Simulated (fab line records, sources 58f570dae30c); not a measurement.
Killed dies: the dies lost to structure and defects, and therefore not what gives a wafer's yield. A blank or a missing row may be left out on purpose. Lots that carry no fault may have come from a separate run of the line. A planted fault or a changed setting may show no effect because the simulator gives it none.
8D (eight disciplines) problem report, filled in by code / flow berkeley_cmos170 / the parts of the form that need people (team, actions taken, sign-off) are left out

1. WHAT IS WRONG
rf_fwd_power_W at UCB170_M2_ETCH_17 reads a mean of 571.6 W on 1 wafer of 1 lot; wafers without a fault read 494.4 W with a standard deviation of 2.1. That is +37 standard deviations from the usual mean.
The step: etches BARC in N2/H2.
First seen on wafer L577.6, day 12 00:37, on rie_diel-02. Wafers with a number at this step in the record: 39, from 13 lots. Rule for "out" (also "out of limits"): further than 4 standard deviations from the usual mean. The other wafers with a number count as sound.

2. WHAT IT IS; WHAT IT IS NOT
question=which readings at this step | is=rf_fwd_power_W, oes_product_au | is not=drypump_motor_current_A, throttle_valve_pct
question=which lots | is=L577 | is not=L563, L564, L565, L567, L569, L571, L574, L581, L582, L584, L585, L586
question=which wafers of those lots | is=L577.6 | is not=L577.1, L577.2
question=read on which tools | is=rie_diel-02 | is not=rie_diel-01, rie_diel-03
question=when | is=from day 12 00:37 | is not=up to then (23 sound wafers); but 15 sound wafers of L581, L582, L584, L585, L586 came after

3. SUSPECTS, AND WHAT RULES EACH OUT
Counting: if a tool at a process step up to the reading ran every lot that is out, it stays a suspect. Sound lots after the first of them don't rule it out here, since some wafers of a struck lot are sound.
- rie_diel-02 at UCB170_M2_ETCH_17 (etches BARC in N2/H2): kept. It ran the lot that is out, L577 (day 12 00:37); its last sound lot up to then is L567 (day 10 02:10). Out on those wafers are its own readings of oes_product_au, rf_fwd_power_W.
- Within rie_diel-02 at UCB170_M2_ETCH_17: the wafers that are out ran in chamber 2; their sound lot-mates ran in chambers 0, 1.
The count leaves rie_diel-02 at UCB170_M2_ETCH_17.

4. THE CAUSE (what the simulator had put in)
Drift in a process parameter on rie_diel-02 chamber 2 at UCB170_M2_ETCH_17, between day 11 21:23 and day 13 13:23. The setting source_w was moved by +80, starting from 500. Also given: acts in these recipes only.
After counting, this tool was the only one left.

5. THE EFFECT CHAIN, in route order
Each row: a reading where the mean over the struck wafers with a number is more than 3 standard deviations away from the usual. Scope: only readings with a usual standard deviation given in the record; hours: median across lots of the time from each lot's start at the first step in this table that gives one to its start at this step; sigmas: change in usual standard deviations.
hours=0; step=UCB170_M2_ETCH_17; reading=oes_product_au; usual=0.997 a.u.; on struck wafers=1.071; change=+0.074; sigmas=+4.1
hours=0; step=UCB170_M2_ETCH_17; reading=rf_fwd_power_W; usual=494.4 W; on struck wafers=571.6; change=+77.2; sigmas=+37
It contains these process steps:
- UCB170_M2_ETCH_17: etches BARC in N2/H2.

6. WHAT WOULD HAVE CAUGHT IT SOONER
In this record no reading fell out of limits until day 12 00:37, 3 hours after the fault had begun at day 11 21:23.
